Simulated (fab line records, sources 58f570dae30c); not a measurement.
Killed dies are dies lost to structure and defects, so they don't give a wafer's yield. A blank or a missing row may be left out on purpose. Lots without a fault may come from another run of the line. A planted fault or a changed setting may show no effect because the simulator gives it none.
fab line records | flow berkeley_cmos170
record lots=15 wafers=45 last_day=12
route steps=331 shown GATE@138 PLDD@148
lots that met no fault: from a run of the same line without faults
start_h: hours from the record's first day to the start of the lot's first wafer shown | wait_h: hours since the lot's step before | " the same as in the row above | L1.1+2: a row that stands for several wafers | - no value, or no start given | * or withheld: withheld | < > ~ a bound
route shown NAME@n: a module of which the file shows steps, and the number in the route of the first | usual: mean/standard deviation of fault-free wafers | same: alike in all rows | chamber/n: place in a boat | sites: the reading at each site | _std_site: their standard deviation | _edge_site: outer sites' mean less inner sites' | radius_mm: how far each site lies from the wafer's centre | mask NAME#n: copy n | behind: the tool/chamber that last shaped the wafer | hold: why the lot was held/for how many hours/how that ended | device: the transistor (n, p or np) that didn't switch | end of line: the same wafers' tests at the end of the route | a step without rows: its recipe alone | killed: dies lost to structure and defects at the first sort, not the wafer's yield | map: a wafer's dies, x killed, . not, _ none there
set.NAME: the setting as run; set.NAME@STEP: as run at that earlier step | model.NAME: the simulator's own value behind a step, which no gauge read
steps of the route over a sample of lots; a table a step, a row a wafer
services: from which hour (start_h, from the record's first day; less than 0 if before it) a tool's chamber was out of use, for how many hours, and why
## steps
# step UCB170_GATE_CD_MEAS_12
# recipe target_cd_nm=350
# usual cd_nm=350.0/1.2
# columns lot.wafer tool chamber start_h wait_h cd_nm
L335.1 cd_sem-01 - 141.41 - 349.3
L335.2 " - " " 349.9
L335.6 " - " " 350.9
L336.1 cd_sem-02 - 141.65 - 351.2
L336.2 " - " " 352.5
L336.4 " - " " 352.5
L337.1 cd_sem-01 - 149.79 - 350.4
L337.3 " - " " 349.2
L337.4 " - " " 349.8
L340.1 cd_sem-01 - 160.53 - 350.4
L340.4 " - " " 350.3
L340.6 " - " " 349.9
L342.4 cd_sem-02 - 161.12 - 350.7
L342.5 " - " " 349.6
L342.6 " - " " 349.7
L341.1 cd_sem-01 - 161.33 - 350.3
L341.3 " - " " 350.1
L341.6 " - " " 350.0
L343.1 cd_sem-01 - 170.91 - 349.4
L343.2 " - " " 349.3
L343.3 " - " " 349.0
L351.3 cd_sem-01 - 222.61 - 347.1
L351.4 " - " " 347.5
L351.5 " - " " 347.3
L350.1 cd_sem-01 - 222.69 - 348.5
L350.2 " - " " 349.7
L350.6 " - " " 350.7
L349.1 cd_sem-02 - 222.69 - 351.4
L349.3 " - " " 351.5
L349.5 " - " " 351.2
L352.2 cd_sem-01 - 222.86 - 349.1
L352.4 " - " " 348.8
L352.6 " - " " 348.4
L353.3 cd_sem-01 - 223.00 - 349.9
L353.4 " - " " 349.8
L353.5 " - " " 349.1
L354.2 cd_sem-02 - 239.42 - 350.1
L354.3 " - " " 351.4
L354.6 " - " " 351.7
L355.3 cd_sem-02 - 239.68 - 351.7
L355.5 " - " " 352.1
L355.6 " - " " 350.3
L356.3 cd_sem-02 - 239.80 - 351.3
L356.5 " - " " 350.5
L356.6 " - " " 352.9
# step UCB170_PLDD_EXPOSE_03
# recipe mask_id=PSELECT na=0.5 sigma_outer=0.6 source_shape=conventional target_cd_nm=1200 dose_mj=30
# usual exposure_dose_mJ_cm2=29.97/0.03 focus_offset_nm=0.0/0.51 stage_vel_mm_s=499.95/0.25
# columns lot.wafer tool chamber start_h wait_h mask exposure_dose_mJ_cm2 focus_offset_nm stage_vel_mm_s
L335.1 krf_scanner-01 0 142.87 0.5 PSELECT#0 29.98 0.6 499.74
L335.2 " 0 " " PSELECT#0 30.06 -0.1 500.40
L335.6 " 0 " " PSELECT#0 30.02 -0.1 499.88
L336.1 krf_scanner-01 0 142.99 0.4 PSELECT#0 29.98 0.4 499.83
L336.2 " 0 " " PSELECT#0 29.99 1.0 499.83
L336.4 " 0 " " PSELECT#0 29.97 0.3 499.90
L337.1 krf_scanner-02 0 151.00 0.2 PSELECT#0 29.95 -0.4 499.85
L337.3 " 0 " " PSELECT#0 29.96 0.5 500.11
L337.4 " 0 " " PSELECT#0 29.99 0.8 500.20
L340.1 krf_scanner-01 0 161.83 0.2 PSELECT#0 29.99 -0.4 500.12
L340.4 " 0 " " PSELECT#0 29.97 -0.3 500.04
L340.6 " 0 " " PSELECT#0 30.01 -0.9 499.92
L342.4 krf_scanner-02 - 162.33 0.2 PSELECT#0 - - -
L342.5 " - " " PSELECT#0 - - -
L342.6 " - " " PSELECT#0 - - -
L341.1 krf_scanner-01 - 162.72 0.2 PSELECT#0 - - -
L341.3 " - " " PSELECT#0 - - -
L341.6 " - " " PSELECT#0 - - -
L343.1 krf_scanner-01 - 172.26 0.1 PSELECT#0 - - -
L343.2 " - " " PSELECT#0 - - -
L343.3 " - " " PSELECT#0 - - -
L351.3 krf_scanner-01 0 223.71 0.1 PSELECT#0 29.92 0.2 500.21
L351.4 " 0 " " PSELECT#0 29.96 -0.2 500.43
L351.5 " 0 " " PSELECT#0 29.96 0.5 500.56
L350.1 krf_scanner-02 0 224.11 0.2 PSELECT#0 29.95 0.3 499.83
L350.2 " 0 " " PSELECT#0 29.92 0.0 500.15
L350.6 " 0 " " PSELECT#0 29.99 0.2 500.02
L349.1 krf_scanner-01 0 224.37 0.4 PSELECT#0 30.00 -0.4 499.78
L349.3 " 0 " " PSELECT#0 29.97 0.3 500.00
L349.5 " 0 " " PSELECT#0 30.04 -0.3 499.91
L352.2 krf_scanner-02 0 224.64 0.3 PSELECT#0 29.94 0.1 499.73
L352.4 " 0 " " PSELECT#0 30.00 -0.3 499.64
L352.6 " 0 " " PSELECT#0 29.95 -0.8 499.62
L353.3 krf_scanner-02 0 224.77 0.3 PSELECT#0 29.95 -0.1 500.01
L353.4 " 0 " " PSELECT#0 29.95 -0.8 500.06
L353.5 " 0 " " PSELECT#0 29.96 0.1 500.22
L354.2 krf_scanner-01 0 240.67 0.2 PSELECT#0 29.95 0.4 499.82
L354.3 " 0 " " PSELECT#0 29.93 0.9 499.99
L354.6 " 0 " " PSELECT#0 29.93 0.9 499.77
L355.3 krf_scanner-02 0 240.93 0.3 PSELECT#0 29.97 0.2 499.78
L355.5 " 0 " " PSELECT#0 29.96 0.3 499.88
L355.6 " 0 " " PSELECT#0 29.97 0.6 499.61
L356.3 krf_scanner-01 0 241.17 0.3 PSELECT#0 30.02 -0.8 500.11
L356.5 " 0 " " PSELECT#0 29.97 -0.3 500.42
L356.6 " 0 " " PSELECT#0 30.04 -0.4 499.97
## services
# columns tool chamber start_h hours kind
krf_scanner-02 - 142.62 0.8 pm
krf_scanner-02 - 190.47 1.0 pm
krf_scanner-01 - 191.47 0.8 pm
krf_scanner-01 0 202.43 - calibration
krf_scanner-01 - 208.38 0.3 repair
krf_scanner-02 - 214.59 1.3 pm
krf_scanner-02 0 232.26 - calibration
## key
first_sign step=UCB170_PLDD_EXPOSE_03 reading=tool_record direction=missing
effect none on later readings
met_at UCB170_PLDD_EXPOSE_03
struck_lots L341,L342,L343
sort_left_out L341.1,L341.3,L341.6,L342.4,L342.5,L342.6,L343.1,L343.2,L343.3
tester_left_out L341,L342,L343
not_acting_at UCB170_GATE_CD_MEAS_12
onset_between 161.83 162.33
fault kind=skipped_step_whole tool=krf_scanner-01,krf_scanner-02 chamber=- onset_h=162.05 steps=UCB170_PLDD_EXPOSE_03 scope=struck_lots_only
# tester_left_out: of these lots the tester's yield and bins aren't shown, on N5 and GAA mostly nor the transistor test; their killed dies are dies lost to structure and defects alone, not to doping, threshold or leakage, so they don't give the yield
# sort_left_out: the simulated sort isn't trusted on such a fault, so these wafers' sort isn't shown, and their yield isn't known
